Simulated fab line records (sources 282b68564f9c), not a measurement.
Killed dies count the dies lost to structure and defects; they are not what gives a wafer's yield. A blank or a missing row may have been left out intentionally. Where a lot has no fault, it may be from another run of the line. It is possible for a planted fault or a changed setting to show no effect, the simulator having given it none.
Comparing a struck lot with a sound one / flow rit-cmos / 15 steps out of a route of 202
Sound: the wafers L980.4, L980.5, L980.6. The struck wafers were L988.2, L988.4, L988.6. The cause is named last.
Each step with rows lists, per side, the tool, then ch with its chambers, then its first start. Under that, the readings that differ: sound wafers / struck wafers / difference of the means / sigmas: that difference in standard deviations of wafers without a fault.
alike: same words and numbers on both sides, and readings whose means sit less than 2 such deviations apart. not compared: any withheld reading, any reading some wafer has no value for, any bound like >300 that may hide the same value, and any number with overlapping values for which the record gives no deviation.
A row with sigmas, a row that says differs or no value, or rows on one side alone: a step with any of these is where the two part. Numbers that don't overlap but have no deviation are shown without sigmas and don't part them. A reading missing from all wafers of one side parts the sides only when that side holds two or more wafers.

first, 1 step without rows for these wafers: RIT_NWELL_IMPLANT_08.
RIT_NWELL_STRIP_09: strips in O2, time 180 s.
  sound on plasma-asher-02 ch 0,1, day 3 16:01; struck on plasma-asher-01 ch 0,1, day 5 09:56
  alike: drypump-motor-current-A, o2-flow-sccm
  not compared: rf-hours-counter-h
RIT_NWELL_TW_MEAS_10:
  struck on film-metro-03, day 5 10:07; sound on film-metro-01, day 3 16:10
  alike: NWELL_TW
then, 6 steps without rows for these wafers: RIT_PWELL_HMDS_00 (prime time 60 s); RIT_PWELL_COAT_01 (resist thk 1300 nm); RIT_PWELL_SOFTBAKE_02 (time 60 s); RIT_PWELL_EXPOSE_03 (exposes mask M3, target cd 43700 nm); RIT_PWELL_PEB_04; RIT_PWELL_DEVELOP_05 (develop time 68 s).
RIT_PWELL_OVL_MEAS_06:
  struck on overlay-02, day 5 11:11; sound on overlay-01, day 3 17:16
  alike: PWELL_OVL
then, 2 steps without rows for these wafers: RIT_PWELL_HARDBAKE_07 (time 120 s); RIT_PWELL_IMPLANT_08.
RIT_PWELL_STRIP_09: strips in O2, time 180 s.
  sound on plasma-asher-02 ch 0,1, day 3 17:53; struck on plasma-asher-03 ch 0,1, day 5 11:48
reading=o2-flow-sccm (sccm); sound=3993 4001 3992; struck=3197 3217 3185; difference=-796; sigmas=-66
  alike: drypump-motor-current-A
  not compared: rf-hours-counter-h
RIT_PWELL_TW_MEAS_10:
  struck on film-metro-01, day 5 11:59; sound on film-metro-01, day 3 18:02
  alike: PWELL_TW
RIT_M1_PROBE_99:
  the record has rows for the struck wafers here (prober-01, day 7 03:04) and none for the sound ones

## WHERE THEY PART
Last at RIT_M1_PROBE_99 as far as this record goes, first at RIT_PWELL_STRIP_09.

WHY: what had been put in by the simulator
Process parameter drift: plasma-asher-03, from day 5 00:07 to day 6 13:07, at RIT_PWELL_STRIP_09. A move of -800 in setting o2-flow-sccm, from 4000. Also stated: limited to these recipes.
